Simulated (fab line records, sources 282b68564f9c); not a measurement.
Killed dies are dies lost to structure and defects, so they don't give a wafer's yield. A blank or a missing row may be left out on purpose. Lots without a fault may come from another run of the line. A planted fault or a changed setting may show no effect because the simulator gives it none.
A sampling plan put to the test | flow rit_cmos | one fab line, 35 faults that these records tell of, each judged on the records of the lots that it struck; 1 more is left out, because the records don't allow judging it
The plan is the line's own looks: the steps of the route at which a gauge or an inspection reads the wafer and doesn't change it. A look can be judged if struck wafers have a number there and the file gives its usual mean and standard deviation on fault-free wafers. Caught: at a look after the fault's first step, the mean of the struck wafers lies 4 or more of those standard deviations (sigma) from the usual mean. On the tool: the same test on the tool's own readings at the fault's steps. Another recipe on the struck wafers, or a record that is blank for them alone, also counts as caught.

THE FAULTS, as the simulator had put them in
1. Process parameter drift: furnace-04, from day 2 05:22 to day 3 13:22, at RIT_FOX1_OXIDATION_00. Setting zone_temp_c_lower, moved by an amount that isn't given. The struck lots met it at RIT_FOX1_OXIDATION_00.
2. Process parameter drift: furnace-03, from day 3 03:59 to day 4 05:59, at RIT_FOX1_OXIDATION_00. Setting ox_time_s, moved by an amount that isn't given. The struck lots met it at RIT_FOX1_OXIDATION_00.
3. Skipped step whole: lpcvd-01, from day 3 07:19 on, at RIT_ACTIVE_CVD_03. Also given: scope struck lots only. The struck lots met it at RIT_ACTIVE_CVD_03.
4. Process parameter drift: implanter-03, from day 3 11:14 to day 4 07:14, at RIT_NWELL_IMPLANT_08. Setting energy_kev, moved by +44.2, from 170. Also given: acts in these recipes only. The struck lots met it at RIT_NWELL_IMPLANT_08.
5. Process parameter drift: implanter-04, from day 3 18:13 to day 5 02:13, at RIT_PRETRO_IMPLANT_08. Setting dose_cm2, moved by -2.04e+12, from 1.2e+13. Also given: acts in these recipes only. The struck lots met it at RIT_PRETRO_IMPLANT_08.
6. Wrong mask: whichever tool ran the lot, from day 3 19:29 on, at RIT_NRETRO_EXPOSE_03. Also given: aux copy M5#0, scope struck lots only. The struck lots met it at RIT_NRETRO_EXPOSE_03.
7. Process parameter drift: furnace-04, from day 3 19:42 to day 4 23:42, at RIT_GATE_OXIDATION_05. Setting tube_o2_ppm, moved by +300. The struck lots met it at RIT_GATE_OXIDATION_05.
8. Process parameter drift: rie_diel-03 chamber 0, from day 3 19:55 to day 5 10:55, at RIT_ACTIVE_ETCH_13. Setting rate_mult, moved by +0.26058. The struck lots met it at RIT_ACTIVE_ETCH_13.
9. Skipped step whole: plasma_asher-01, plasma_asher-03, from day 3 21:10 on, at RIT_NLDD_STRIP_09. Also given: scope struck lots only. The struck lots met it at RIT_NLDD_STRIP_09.
10. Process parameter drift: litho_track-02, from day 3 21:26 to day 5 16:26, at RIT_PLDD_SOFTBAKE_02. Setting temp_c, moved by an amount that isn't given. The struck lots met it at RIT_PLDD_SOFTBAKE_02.
11. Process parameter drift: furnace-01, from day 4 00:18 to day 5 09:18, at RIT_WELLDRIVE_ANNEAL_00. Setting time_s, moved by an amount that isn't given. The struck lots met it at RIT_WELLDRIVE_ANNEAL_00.
12. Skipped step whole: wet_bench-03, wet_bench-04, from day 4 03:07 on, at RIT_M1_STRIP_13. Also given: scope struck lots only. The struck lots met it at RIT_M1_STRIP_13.
13. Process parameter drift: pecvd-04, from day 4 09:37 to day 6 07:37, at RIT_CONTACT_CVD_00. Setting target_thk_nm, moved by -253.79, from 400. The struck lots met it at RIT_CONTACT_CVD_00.
14. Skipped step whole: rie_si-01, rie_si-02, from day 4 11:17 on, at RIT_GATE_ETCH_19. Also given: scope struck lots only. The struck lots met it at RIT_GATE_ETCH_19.
15. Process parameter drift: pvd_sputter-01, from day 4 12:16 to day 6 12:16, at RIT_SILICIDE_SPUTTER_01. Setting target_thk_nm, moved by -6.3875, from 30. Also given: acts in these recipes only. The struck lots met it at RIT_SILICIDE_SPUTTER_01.
16. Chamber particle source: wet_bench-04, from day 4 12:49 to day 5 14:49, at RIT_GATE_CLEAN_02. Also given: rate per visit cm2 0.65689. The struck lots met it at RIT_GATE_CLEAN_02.
17. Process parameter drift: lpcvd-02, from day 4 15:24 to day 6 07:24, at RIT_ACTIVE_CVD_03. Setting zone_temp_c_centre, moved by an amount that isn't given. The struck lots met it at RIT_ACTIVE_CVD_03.
18. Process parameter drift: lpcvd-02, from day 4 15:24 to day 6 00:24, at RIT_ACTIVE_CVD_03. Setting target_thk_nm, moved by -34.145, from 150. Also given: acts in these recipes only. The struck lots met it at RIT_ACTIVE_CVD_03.
19. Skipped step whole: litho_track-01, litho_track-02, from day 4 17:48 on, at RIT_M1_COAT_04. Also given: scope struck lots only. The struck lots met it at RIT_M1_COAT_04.
20. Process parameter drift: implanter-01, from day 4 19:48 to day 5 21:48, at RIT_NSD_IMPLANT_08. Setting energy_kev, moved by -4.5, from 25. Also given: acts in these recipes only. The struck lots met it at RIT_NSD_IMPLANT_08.
21. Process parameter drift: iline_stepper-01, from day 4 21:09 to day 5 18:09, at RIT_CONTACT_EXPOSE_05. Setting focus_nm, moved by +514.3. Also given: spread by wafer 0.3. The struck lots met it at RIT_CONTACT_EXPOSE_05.
22. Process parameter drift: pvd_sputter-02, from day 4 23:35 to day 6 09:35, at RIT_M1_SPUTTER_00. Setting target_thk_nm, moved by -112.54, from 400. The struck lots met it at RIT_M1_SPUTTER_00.
23. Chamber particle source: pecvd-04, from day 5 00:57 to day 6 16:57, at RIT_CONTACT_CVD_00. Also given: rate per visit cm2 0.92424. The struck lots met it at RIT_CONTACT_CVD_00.
24. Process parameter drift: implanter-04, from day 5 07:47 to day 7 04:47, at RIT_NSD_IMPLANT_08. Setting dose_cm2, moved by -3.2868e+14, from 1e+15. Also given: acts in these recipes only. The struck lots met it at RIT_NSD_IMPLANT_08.
25. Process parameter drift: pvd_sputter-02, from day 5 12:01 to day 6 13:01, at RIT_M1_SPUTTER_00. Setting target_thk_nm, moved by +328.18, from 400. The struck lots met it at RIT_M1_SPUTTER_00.
26. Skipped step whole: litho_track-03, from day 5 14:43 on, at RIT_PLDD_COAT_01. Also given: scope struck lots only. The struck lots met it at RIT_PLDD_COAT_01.
27. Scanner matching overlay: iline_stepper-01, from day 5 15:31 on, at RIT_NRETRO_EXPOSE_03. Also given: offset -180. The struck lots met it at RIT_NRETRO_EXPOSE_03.
28. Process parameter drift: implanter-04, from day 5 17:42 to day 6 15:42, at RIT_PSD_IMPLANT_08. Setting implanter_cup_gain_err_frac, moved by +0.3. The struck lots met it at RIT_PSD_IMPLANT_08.
29. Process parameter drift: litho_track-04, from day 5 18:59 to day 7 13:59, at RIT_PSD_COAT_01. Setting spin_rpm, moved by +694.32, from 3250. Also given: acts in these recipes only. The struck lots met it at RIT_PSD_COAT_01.
30. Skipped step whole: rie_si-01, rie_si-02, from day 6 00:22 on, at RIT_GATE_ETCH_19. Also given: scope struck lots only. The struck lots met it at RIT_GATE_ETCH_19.
31. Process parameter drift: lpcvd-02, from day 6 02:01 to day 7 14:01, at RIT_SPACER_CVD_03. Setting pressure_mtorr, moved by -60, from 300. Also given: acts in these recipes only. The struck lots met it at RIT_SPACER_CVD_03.
32. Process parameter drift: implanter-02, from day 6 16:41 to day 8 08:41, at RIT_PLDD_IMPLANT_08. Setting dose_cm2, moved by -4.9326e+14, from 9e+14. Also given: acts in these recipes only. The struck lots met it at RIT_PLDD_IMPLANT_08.
33. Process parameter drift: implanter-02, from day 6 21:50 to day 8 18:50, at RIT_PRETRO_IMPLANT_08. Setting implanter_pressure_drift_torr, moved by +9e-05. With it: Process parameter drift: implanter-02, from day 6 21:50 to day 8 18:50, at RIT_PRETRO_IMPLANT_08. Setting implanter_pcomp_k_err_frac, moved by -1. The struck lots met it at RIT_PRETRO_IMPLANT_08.
34. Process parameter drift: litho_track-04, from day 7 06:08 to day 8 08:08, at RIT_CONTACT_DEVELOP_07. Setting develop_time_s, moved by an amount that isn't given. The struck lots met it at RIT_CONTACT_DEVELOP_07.
35. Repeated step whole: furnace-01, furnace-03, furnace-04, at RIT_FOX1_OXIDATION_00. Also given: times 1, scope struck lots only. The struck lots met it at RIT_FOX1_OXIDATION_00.

WHAT THE PLAN SAW
fault | on the tool itself                               | first look that catches it                      | reading, sigma           | median hours from its first step to that look | hours from the fault's start to the first struck lot there | judged looks passed uncaught
1     | under 2 sigma                                    | RIT_FOX1_THK_MEAS_01                            | FOX1_OXIDE_THK -5.2      | 1.3                                           | 9                                                          | 0
2     | no reading that can be judged                    | RIT_FOX1_THK_MEAS_01                            | FOX1_OXIDE_THK -22       | 1.3                                           | 6                                                          | 0
3     | the tool's record is blank for the struck wafers | no look after it can be judged                  | -                        | -                                             | -                                                          | 0
4     | beam_energy_keV +99 or beyond sigma              | RIT_NWELL_TW_MEAS_10                            | NWELL_TW +4.7            | 0.3                                           | 2                                                          | 0
5     | dose_ions_cm2 -99 or beyond sigma                | RIT_PRETRO_TW_MEAS_10                           | PRETRO_TW -7.3           | 0.3                                           | 1                                                          | 0
6     | no reading that can be judged                    | RIT_NRETRO_TW_MEAS_10                           | NRETRO_TW -99 or beyond  | 1.2                                           | 4                                                          | 0
7     | under 2 sigma                                    | RIT_GATE_THK_MEAS_07                            | GATE_OXIDE_THK +6.6      | 1.3                                           | 1                                                          | 0
8     | under 2 sigma                                    | none of the 4 looks that can be judged after it | -                        | -                                             | -                                                          | 4
9     | the tool's record is blank for the struck wafers | RIT_PLDD_TW_MEAS_10                             | PLDD_TW -99 or beyond    | 1.7                                           | 5                                                          | 0
10    | heater_power_total_W -21 sigma                   | not the one look that can be judged after it    | -                        | -                                             | -                                                          | 1
11    | run_length_s -99 or beyond sigma                 | RIT_WELLDRIVE_RS_MEAS_01                        | NWELL_RS +56             | 5.1                                           | 13                                                         | 0
12    | no reading that can be judged                    | no look after it can be judged                  | -                        | -                                             | -                                                          | 0
13    | under 2 sigma                                    | RIT_CONTACT_THK_MEAS_01                         | CONTACT_TEOS_THK -45     | 0.1                                           | 7                                                          | 0
14    | the tool's record is blank for the struck wafers | no look after it can be judged                  | -                        | -                                             | -                                                          | 0
15    | under 2 sigma                                    | RIT_SILICIDE_RS_MEAS_02                         | SILICIDE_TI_RS +25       | 0.2                                           | 4                                                          | 0
16    | no reading that can be judged                    | no look after it can be judged                  | -                        | -                                             | -                                                          | 0
17    | spike_tc_centre_C +23 sigma                      | RIT_ACTIVE_THK_MEAS_04                          | ACTIVE_NITRIDE_THK +13   | 1.4                                           | 7                                                          | 0
18    | under 2 sigma                                    | RIT_ACTIVE_THK_MEAS_04                          | ACTIVE_NITRIDE_THK -26   | 1.4                                           | 7                                                          | 0
19    | the tool's record is blank for the struck wafers | no look after it can be judged                  | -                        | -                                             | -                                                          | 0
20    | beam_energy_keV -99 or beyond sigma              | RIT_NSD_TW_MEAS_10                              | NSD_TW -9.2              | 0.4                                           | 10                                                         | 0
21    | exposure_dose_mJ_cm2 -8.7 sigma                  | RIT_CONTACT_CD_MEAS_08                          | cd_nm +7.1               | 0.5                                           | 6                                                          | 0
22    | under 2 sigma                                    | RIT_M1_RS_MEAS_01                               | M1_AL_RS +36             | 0.3                                           | 5                                                          | 0
23    | under 2 sigma                                    | not the one look that can be judged after it    | -                        | -                                             | -                                                          | 1
24    | dose_ions_cm2 -99 or beyond sigma                | RIT_NSD_TW_MEAS_10                              | NSD_TW -15               | 0.3                                           | 11                                                         | 0
25    | under 2 sigma                                    | RIT_M1_RS_MEAS_01                               | M1_AL_RS -42             | 0.3                                           | 8                                                          | 0
26    | the tool's record is blank for the struck wafers | RIT_NSD_TW_MEAS_10                              | NSD_TW +9.8              | 5.7                                           | 7                                                          | 0
27    | no reading that can be judged                    | RIT_NRETRO_OVL_MEAS_06                          | NRETRO_OVL -99 or beyond | 0.4                                           | 12                                                         | 0
28    | no reading that can be judged                    | RIT_PSD_TW_MEAS_10                              | PSD_TW -4.9              | 0.3                                           | 2                                                          | 0
29    | spin_speed_rpm +99 or beyond sigma               | not the one look that can be judged after it    | -                        | -                                             | -                                                          | 1
30    | the tool's record is blank for the struck wafers | no look after it can be judged                  | -                        | -                                             | -                                                          | 0
31    | pressure_mtorr -90 sigma                         | RIT_SPACER_THK_MEAS_04                          | SPACER_NITRIDE_THK -6.9  | 2.4                                           | 11                                                         | 0
32    | dose_ions_cm2 -99 or beyond sigma                | RIT_PLDD_TW_MEAS_10                             | PLDD_TW -35              | 0.3                                           | 2                                                          | 0
33    | end_station_pressure_torr +99 or beyond sigma    | RIT_PRETRO_TW_MEAS_10                           | PRETRO_TW +7.5           | 0.3                                           | 3                                                          | 0
34    | no reading that can be judged                    | RIT_CONTACT_CD_MEAS_08                          | cd_nm -5.0               | 0.9                                           | 8                                                          | 0
35    | under 2 sigma                                    | RIT_FOX1_THK_MEAS_01                            | FOX1_OXIDE_THK +32       | 3.5                                           | -                                                          | 0
A dash: the fault isn't caught, or these records don't give the number.

Caught at a look: 25 of 35. Caught on the tool: 18 of 35. By one or the other: 31 of 35.
Caught on the tool alone: faults 3, 10, 14, 19, 29, 30.
Caught at a look alone: faults 1, 2, 6, 7, 13, 15, 18, 22, 25, 27, 28, 34, 35.
Caught by neither: faults 8, 12, 16, 23.

THINNER SAMPLING
If the look that catches a fault measured only every second or every third lot, by lot number, the first struck lot would be measured this late in the worst case:
fault | struck lots at that look, in order of time | every lot | every second lot | every third lot
1     | L812                                       | 9 h       | may miss it      | may miss it
2     | L642, L645                                 | 6 h       | 20 h             | may miss all 2
4     | L781, L783                                 | 2 h       | may miss all 2   | may miss all 2
5     | L166, L170                                 | 1 h       | may miss all 2   | may miss all 2
6     | L201                                       | 4 h       | may miss it      | may miss it
7     | L503, L504                                 | 1 h       | 2 h              | may miss all 2
9     | L629, L630                                 | 5 h       | 9 h              | may miss all 2
11    | L151, L153                                 | 13 h      | may miss all 2   | may miss all 2
13    | L461, L464                                 | 7 h       | 24 h             | may miss all 2
15    | L680, L686                                 | 4 h       | may miss all 2   | may miss all 2
17    | L296, L297                                 | 7 h       | 11 h             | may miss all 2
18    | L668, L669                                 | 7 h       | 11 h             | may miss all 2
20    | L934, L935                                 | 10 h      | 19 h             | may miss all 2
21    | L387                                       | 6 h       | may miss it      | may miss it
22    | L571, L573, L575                           | 5 h       | may miss all 3   | 27 h
24    | L664, L665                                 | 11 h      | 13 h             | may miss all 2
25    | L971, L973                                 | 8 h       | may miss all 2   | may miss all 2
26    | L827, L828                                 | 7 h       | 8 h              | may miss all 2
27    | L528, L529                                 | 12 h      | 14 h             | may miss all 2
28    | L483, L484                                 | 2 h       | 5 h              | may miss all 2
31    | L176, L177                                 | 11 h      | 15 h             | may miss all 2
32    | L244, L245                                 | 2 h       | 12 h             | may miss all 2
33    | L307, L308                                 | 3 h       | 9 h              | may miss all 2
34    | L372, L373                                 | 8 h       | 13 h             | may miss all 2
Hours are from the fault's start to the first struck lot that is measured. The limit of 4 sigma was tested on all struck wafers together, so one lot alone may lie under it. Other struck lots may not be in these records.

THE LONGEST TIMED WAY FROM STEP TO LOOK
Fault 26: a median of 5.7 hours passes between RIT_PLDD_COAT_01 and RIT_NSD_TW_MEAS_10. No look between them can be judged.
